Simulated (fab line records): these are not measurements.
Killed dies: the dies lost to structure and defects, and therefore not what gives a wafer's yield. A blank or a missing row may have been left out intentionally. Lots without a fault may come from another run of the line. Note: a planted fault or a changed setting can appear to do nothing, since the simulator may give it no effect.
Which tool was responsible? -- flow rit cmos -- 6 lots with 18 wafers sampled at 2 steps, on a route of 202 steps

## WHAT THE GAUGES READ, wafer by wafer
RIT_GATE_THK_MEAS_09.
lot,measured,on,GATE_POLY_THK (nm)
L659,day 2 22:16,film metro-02,249.0 247.7 246.6
L662,day 3 11:22,film metro-02,248.8 250.1 251.0
L664,day 3 19:46,film metro-02,250.3 248.2 248.7
L667,day 4 09:53,film metro-01,249.2 249.9 248.8
L671,day 5 06:56,film metro-01,244.1 243.1 245.7
L678,day 6 21:00,film metro-02,165.9 168.0 167.0 165.9 168.2 167.1

## TOOL THAT RAN EACH LOT (tool first, then ch and the chambers of the sampled wafers, then the start)
lot,RIT_GATE_CVD_08
L659,"lpcvd-01 ch 1, day 2 20:38"
L662,"lpcvd-01 ch 0, day 3 09:44"
L664,"lpcvd-02 ch 0, day 3 18:07"
L667,"lpcvd-02 ch 1, day 4 08:16"
L671,"lpcvd-01 ch 0, day 5 05:19"
L678,"lpcvd-02 ch 1, day 6 19:23"
- RIT_GATE_CVD_08: deposits poly-Si from SiH4, target thk 250 nm, time 2220 s.

## THE ANSWER, worked out from the rows above alone
Rule: the lots themselves supply what counts as usual. Put in order of their means at a reading, lots are off if they are a third of the lots or fewer, leave a main group of 4 or more, and stand apart from it by a gap of 3 or more times the standard deviation of the main group's means; of several such gaps the widest counts. If all means in a main group match to the digits the tables above print for the reading, that group is not used. A lot without any number at a reading at which 4 lots or more have one is off too. Any other lot the step has rows for is counted as sound.
Off: L678, at RIT_GATE_THK_MEAS_09 (GATE_POLY_THK). Main group: mean 248.1 nm, sd 2.
If a tool, at a process step before that reading, ran all the lots that are off and no sound lot after the first of them, it fits. The gauges at RIT_GATE_THK_MEAS_09 are tried like those tools. Can't be told from this: 2 tools fit, lpcvd-02 at RIT_GATE_CVD_08, film metro-02 at RIT_GATE_THK_MEAS_09.

## WHAT THE SIMULATOR HAD INSERTED
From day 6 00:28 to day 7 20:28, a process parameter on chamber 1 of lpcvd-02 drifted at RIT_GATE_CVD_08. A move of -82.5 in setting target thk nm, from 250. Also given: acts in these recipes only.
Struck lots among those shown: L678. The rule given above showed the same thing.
